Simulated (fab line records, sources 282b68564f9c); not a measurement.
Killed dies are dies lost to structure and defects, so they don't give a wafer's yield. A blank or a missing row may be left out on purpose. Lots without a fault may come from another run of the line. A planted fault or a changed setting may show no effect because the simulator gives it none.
fab line records | flow rit_cmos
record lots=14 wafers=42 last_day=7
route steps=202 shown REOX@101 M1@202
lots that met no fault: from a run of the same line without faults
start_h: hours from the record's first day to the start of the lot's first wafer shown | wait_h: hours since the lot's step before | " the same as in the row above | L1.1+2: a row that stands for several wafers | - no value, or no start given | * or withheld: withheld | < > ~ a bound
route shown NAME@n: a module of which the file shows steps, and the number in the route of the first | usual: mean/standard deviation of fault-free wafers | same: alike in all rows | chamber/n: place in a boat | sites: the reading at each site | _std_site: their standard deviation | _edge_site: outer sites' mean less inner sites' | radius_mm: how far each site lies from the wafer's centre | mask NAME#n: copy n | behind: the tool/chamber that last shaped the wafer | hold: why the lot was held/for how many hours/how that ended | device: the transistor (n, p or np) that didn't switch | end of line: the same wafers' tests at the end of the route | a step without rows: its recipe alone | killed: dies lost to structure and defects at the first sort, not the wafer's yield | map: a wafer's dies, x killed, . not, _ none there
set.NAME: the setting as run; set.NAME@STEP: as run at that earlier step | model.NAME: the simulator's own value behind a step, which no gauge read
steps of the route over a sample of lots; a table a step, a row a wafer
services: from which hour (start_h, from the record's first day; less than 0 if before it) a tool's chamber was out of use, for how many hours, and why
## steps
# step RIT_REOX_OXIDATION_03
# recipe temp_c=900 ambient=O2 target_thk_a=252 ox_time_s=5580
# usual zone_power_source_pct=26.1/1.8
# columns lot.wafer tool chamber start_h wait_h zone_power_source_pct
L186.1 furnace-03 0 43.43 0.0 27.2
L186.2 " 0 " " 27.7
L186.4 " 0 " " 27.1
L187.3 furnace-02 0 47.35 0.0 26.6
L187.4 " 0 " " 27.1
L187.5 " 0 " " 26.7
L188.1 furnace-03 0 55.02 2.3 27.8
L188.3 " 0 " " 27.3
L188.4 " 0 " " 27.5
L189.1 furnace-01 0 62.14 1.6 23.2
L189.4 " 0 " " 23.0
L189.5 " 0 " " 23.1
L191.3 furnace-03 0 69.91 0.0 27.1
L191.4 " 0 " " 27.1
L191.5 " 0 " " 27.3
L193.1 furnace-01 0 83.81 0.6 22.9
L193.3 " 0 " " 22.9
L193.6 " 0 " " 22.9
L194.1 furnace-03 0 89.69 0.0 27.1
L194.4 " 0 " " 27.4
L194.6 " 0 " " 27.2
L196.4 furnace-02 0 99.10 0.0 26.7
L196.5 " 0 " " 26.5
L196.6 " 0 " " 26.5
L198.1 furnace-03 0 104.28 0.0 27.2
L198.5 " 0 " " 27.6
L198.6 " 0 " " 27.4
L201.1 furnace-01 0 119.09 0.7 22.9
L201.5 " 0 " " 22.8
L201.6 " 0 " " 23.1
L204.1 furnace-03 0 133.92 0.0 27.1
L204.4 " 0 " " 27.8
L204.5 " 0 " " 27.0
L206.1 furnace-01 0 142.89 0.0 23.1
L206.2 " 0 " " 22.9
L206.5 " 0 " " 23.0
L207.2 furnace-03 0 149.13 0.0 27.0
L207.3 " 0 " " 27.1
L207.5 " 0 " " 27.4
L208.1 furnace-03 0 153.18 0.2 27.0
L208.2 " 0 " " 27.1
L208.4 " 0 " " 27.3
# step RIT_REOX_THK_MEAS_04
# recipe reads=SiO2_of_REOX_OXIDATION_03
# usual REOX_OXIDE_THK=25.1/0.56
# columns lot.wafer tool chamber start_h wait_h REOX_OXIDE_THK[nm]
L186.1 film_metro-03 - 45.98 0.0 24.5
L186.2 " - " " 24.9
L186.4 " - " " 25.0
L187.3 film_metro-03 - 49.92 0.0 24.1
L187.4 " - " " 24.3
L187.5 " - " " 23.9
L188.1 film_metro-01 - 57.57 0.0 24.4
L188.3 " - " " 24.6
L188.4 " - " " 24.5
L189.1 film_metro-02 - 64.69 0.0 24.9
L189.4 " - " " 25.1
L189.5 " - " " 24.9
L191.3 film_metro-02 - 72.48 0.0 24.2
L191.4 " - " " 25.1
L191.5 " - " " 24.6
L193.1 film_metro-02 - 86.36 0.0 26.0
L193.3 " - " " 26.1
L193.6 " - " " 26.1
L194.1 film_metro-02 - 92.24 0.0 24.3
L194.4 " - " " 24.2
L194.6 " - " " 24.5
L196.4 film_metro-03 - 101.68 0.0 25.2
L196.5 " - " " 25.5
L196.6 " - " " 24.8
L198.1 film_metro-03 - 106.83 0.0 24.1
L198.5 " - " " 24.4
L198.6 " - " " 24.8
L201.1 film_metro-02 - 121.64 0.0 28.3
L201.5 " - " " 28.3
L201.6 " - " " 27.9
L204.1 film_metro-01 - 136.47 0.0 25.5
L204.4 " - " " 25.4
L204.5 " - " " 25.6
L206.1 film_metro-03 - 145.44 0.0 27.7
L206.2 " - " " 27.9
L206.5 " - " " 27.7
L207.2 film_metro-01 - 151.69 0.0 25.4
L207.3 " - " " 26.0
L207.5 " - " " 25.5
L208.1 film_metro-01 - 155.73 0.0 24.5
L208.2 " - " " 24.8
L208.4 " - " " 24.5
# step RIT_M1_PROBE_99
# usual killed_at_contacts=0.1/0.27 killed_at_front_end=7/3 killed_dies=7.0/3 killed_on_rim=1.8/1.4 killed_open=3.5/2.1 killed_short=3.4/1.9
# same gross_dies=264 killed_at_M0_to_M3=0 killed_at_M4_up=0 killed_at_back_side=0 killed_at_other=0
# columns lot.wafer tool chamber start_h wait_h killed_at_contacts killed_at_front_end killed_dies killed_on_rim killed_open killed_short
L186.1 prober-01 - 62.54 0.1 0 2 2 0 0 2
L186.2 prober-01 - 62.59 0.1 0 8 8 1 8 0
L186.4 prober-01 - 62.69 0.2 0 11 11 3 3 8
L187.3 prober-01 - 66.23 0.2 0 3 3 1 1 2
L187.4 prober-01 - 66.28 0.2 0 7 7 3 6 1
L187.5 prober-01 - 66.33 0.2 0 4 4 0 0 4
L188.1 prober-02 - 73.73 0.1 0 7 7 1 5 2
L188.3 prober-02 - 73.83 0.2 0 9 9 1 6 3
L188.4 prober-02 - 73.88 0.2 0 3 3 0 1 2
L189.1 prober-01 - 81.23 0.1 0 3 3 0 2 1
L189.4 prober-01 - 81.38 0.2 0 5 5 1 3 2
L189.5 prober-01 - 81.43 0.2 0 4 4 1 1 3
L191.3 prober-01 - 89.17 0.2 0 7 7 0 2 5
L191.4 prober-01 - 89.22 0.2 0 4 4 1 1 3
L191.5 prober-01 - 89.27 0.2 0 2 2 1 2 0
L193.1 prober-01 - 103.67 0.1 0 10 10 4 7 3
L193.3 prober-01 - 103.77 0.2 0 7 7 2 2 5
L193.6 prober-01 - 103.92 0.2 0 3 3 0 1 2
L194.1 prober-02 - 111.70 0.1 0 5 5 2 2 3
L194.4 prober-02 - 111.85 0.2 1 6 7 3 4 3
L194.6 prober-02 - 111.95 0.2 0 7 7 2 3 4
L196.4 prober-02 - 119.55 0.2 0 2 2 1 2 0
L196.5 prober-02 - 119.60 0.2 0 2 2 1 2 0
L196.6 prober-02 - 119.65 0.2 0 5 5 2 0 5
L198.1 prober-02 - 123.73 0.1 0 6 6 2 3 3
L198.5 prober-02 - 123.93 0.2 1 13 14 3 9 5
L198.6 prober-02 - 123.98 0.2 0 11 11 6 4 7
L201.1 prober-01 - 138.69 0.1 1 4 5 0 2 3
L201.5 prober-01 - 138.89 0.2 0 7 7 3 3 4
L201.6 prober-01 - 138.94 0.2 0 5 5 0 2 3
L204.1 prober-02 - 153.30 0.1 0 3 3 1 2 1
L204.4 prober-02 - 153.45 0.2 0 5 5 0 1 4
L204.5 prober-02 - 153.50 0.2 0 8 8 1 5 3
L206.1 prober-02 - 163.67 0.1 0 10 10 5 4 6
L206.2 prober-02 - 163.72 0.1 0 5 5 2 2 3
L206.5 prober-02 - 163.87 0.2 0 7 7 1 3 4
L207.2 prober-01 - 168.47 0.1 0 7 7 0 4 3
L207.3 prober-01 - 168.52 0.2 0 6 6 2 3 3
L207.5 prober-01 - 168.62 0.2 0 7 7 0 4 3
L208.1 prober-02 - 171.77 0.1 0 5 5 3 2 3
L208.2 prober-02 - 171.82 0.1 0 4 4 3 2 2
L208.4 prober-02 - 171.92 0.2 0 9 9 1 3 6
# killed by level:class
L186.1 GATE:geometric_particle:short=1 SILICIDE:geometric_particle:short=1
L186.2 GATE:geometric_particle:open=4 REOX:geometric_particle:open=2 FOX1:geometric_particle:open=1 SILICIDE:geometric_particle:open=1
L186.4 SILICIDE:geometric_particle:short=3 GATE:geometric_particle:open=2 GATE:geometric_particle:short=2 SPACER:geometric_particle:short=2 FOX2:geometric_particle:short=1 FOX2:geometric_particle:open=1
L187.3 GATE:geometric_particle:short=1 SPACER:geometric_particle:open=1 SILICIDE:geometric_particle:short=1
L187.4 SILICIDE:geometric_particle:open=3 GATE:geometric_particle:open=1 REOX:geometric_particle:open=1 REOX:geometric_particle:short=1 SPACER:geometric_particle:open=1
L187.5 GATE:geometric_particle:short=3 SILICIDE:geometric_particle:short=1
L188.1 GATE:geometric_particle:open=3 FOX2:geometric_particle:short=1 FOX2:geometric_particle:open=1 SPACER:geometric_particle:short=1 SPACER:geometric_particle:open=1
L188.3 SILICIDE:geometric_particle:open=3 FOX1:geometric_particle:open=2 GATE:geometric_particle:short=2 FOX2:geometric_particle:short=1 GATE:geometric_particle:open=1
L188.4 GATE:geometric_particle:open=1 GATE:geometric_particle:short=1 SILICIDE:geometric_particle:short=1
L189.1 FOX1:geometric_particle:open=1 GATE:geometric_particle:open=1 SPACER:geometric_particle:short=1
L189.4 FOX1:geometric_particle:open=2 FOX1:geometric_particle:short=1 REOX:geometric_particle:short=1 SPACER:geometric_particle:open=1
L189.5 SILICIDE:geometric_particle:short=2 REOX:geometric_particle:short=1 REOX:geometric_particle:open=1
L191.3 GATE:geometric_particle:short=3 SILICIDE:geometric_particle:short=2 GATE:geometric_particle:open=1 REOX:geometric_particle:open=1
L191.4 REOX:geometric_particle:short=3 GATE:geometric_particle:open=1
L191.5 SPACER:geometric_particle:open=2
L193.1 GATE:geometric_particle:open=3 SILICIDE:geometric_particle:open=3 FOX1:geometric_particle:short=1 FOX2:geometric_particle:open=1 GATE:geometric_particle:short=1 REOX:geometric_particle:short=1
L193.3 REOX:geometric_particle:short=3 FOX2:geometric_particle:short=1 GATE:geometric_particle:short=1 REOX:geometric_particle:open=1 SPACER:geometric_particle:open=1
L193.6 GATE:geometric_particle:open=1 GATE:geometric_particle:short=1 SPACER:geometric_particle:short=1
L194.1 GATE:geometric_particle:short=2 GATE:geometric_particle:open=1 SILICIDE:geometric_particle:short=1 SILICIDE:geometric_particle:open=1
L194.4 FOX1:geometric_particle:short=1 FOX1:geometric_particle:open=1 FOX2:geometric_particle:open=1 GATE:geometric_particle:short=1 REOX:geometric_particle:open=1 SILICIDE:geometric_particle:open=1 CONTACT:geometric_particle:short=1
L194.6 FOX1:geometric_particle:open=1 FOX1:geometric_particle:short=1 GATE:geometric_particle:open=1 GATE:geometric_particle:short=1 SPACER:geometric_particle:short=1 SPACER:geometric_particle:open=1 SILICIDE:geometric_particle:short=1
L196.4 FOX1:geometric_particle:open=1 REOX:geometric_particle:open=1
L196.5 GATE:geometric_particle:open=1 SILICIDE:geometric_particle:open=1
L196.6 FOX1:geometric_particle:short=1 GATE:geometric_particle:short=1 REOX:geometric_particle:short=1 SPACER:geometric_particle:short=1 SILICIDE:geometric_particle:short=1
L198.1 FOX2:geometric_particle:open=1 FOX2:geometric_particle:short=1 GATE:geometric_particle:short=1 SPACER:geometric_particle:open=1 SILICIDE:geometric_particle:short=1 SILICIDE:geometric_particle:open=1
L198.5 GATE:geometric_particle:open=4 REOX:geometric_particle:open=2 REOX:geometric_particle:short=2 SILICIDE:geometric_particle:open=2 SILICIDE:geometric_particle:short=2 GATE:geometric_particle:short=1 CONTACT:geometric_particle:open=1
L198.6 SILICIDE:geometric_particle:short=3 FOX1:geometric_particle:open=1 FOX2:geometric_particle:short=1 GATE:geometric_particle:short=1 GATE:geometric_particle:open=1 REOX:geometric_particle:short=1 SPACER:geometric_particle:open=1 SPACER:geometric_particle:short=1
L201.1 FOX1:geometric_particle:short=1 FOX2:geometric_particle:short=1 GATE:geometric_particle:short=1 GATE:geometric_particle:open=1 CONTACT:geometric_particle:open=1
L201.5 GATE:geometric_particle:short=3 GATE:geometric_particle:open=2 FOX1:geometric_particle:open=1 SILICIDE:geometric_particle:short=1
L201.6 GATE:geometric_particle:short=3 FOX1:geometric_particle:open=1 GATE:geometric_particle:open=1
L204.1 REOX:geometric_particle:open=1 SPACER:geometric_particle:open=1 SILICIDE:geometric_particle:short=1
L204.4 GATE:geometric_particle:short=3 FOX2:geometric_particle:short=1 GATE:geometric_particle:open=1
L204.5 FOX1:geometric_particle:short=2 GATE:geometric_particle:open=2 FOX1:geometric_particle:open=1 FOX2:geometric_particle:open=1 SPACER:geometric_particle:open=1 SILICIDE:geometric_particle:short=1
L206.1 GATE:geometric_particle:short=2 FOX1:geometric_particle:open=1 FOX1:geometric_particle:short=1 FOX2:geometric_particle:short=1 FOX2:geometric_particle:open=1 GATE:geometric_particle:open=1 REOX:geometric_particle:short=1 REOX:geometric_particle:open=1
L206.2 GATE:geometric_particle:open=2 GATE:geometric_particle:short=2 SILICIDE:geometric_particle:short=1
L206.5 GATE:geometric_particle:open=3 REOX:geometric_particle:short=2 GATE:geometric_particle:short=1 SPACER:geometric_particle:short=1
L207.2 GATE:geometric_particle:open=3 GATE:geometric_particle:short=1 REOX:geometric_particle:short=1 SPACER:geometric_particle:open=1 SPACER:geometric_particle:short=1
L207.3 FOX1:geometric_particle:short=1 GATE:geometric_particle:open=1 REOX:geometric_particle:short=1 SPACER:geometric_particle:open=1 SILICIDE:geometric_particle:short=1 SILICIDE:geometric_particle:open=1
L207.5 FOX2:geometric_particle:open=2 GATE:geometric_particle:short=2 GATE:geometric_particle:open=2 FOX2:geometric_particle:short=1
L208.1 GATE:geometric_particle:open=2 GATE:geometric_particle:short=1 REOX:geometric_particle:short=1 SPACER:geometric_particle:short=1
L208.2 GATE:geometric_particle:open=2 SPACER:geometric_particle:short=2
L208.4 GATE:geometric_particle:short=4 SILICIDE:geometric_particle:short=2 GATE:geometric_particle:open=1 REOX:geometric_particle:open=1 SILICIDE:geometric_particle:open=1
## services
# columns tool chamber start_h hours kind
furnace-02 - 29.05 4.0 pm
furnace-02 - 91.54 3.4 pm
## key
first_sign step=RIT_REOX_THK_MEAS_04 reading=REOX_OXIDE_THK direction=up sigmas=5.1 usual=25.1 struck=28.0
effect none on later readings
met_at RIT_REOX_OXIDATION_03
struck_lots L201,L206
tester_left_out L201,L206
onset_between 83.81 119.09
fault kind=process_parameter_drift tool=furnace-01 chamber=- onset_h=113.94 steps=RIT_REOX_OXIDATION_03 channel=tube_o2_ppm offset=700 shape=step end_h=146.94
# tester_left_out: of these lots the tester's yield and bins aren't shown, on N5 and GAA mostly nor the transistor test; their killed dies are dies lost to structure and defects alone, not to doping, threshold or leakage, so they don't give the yield
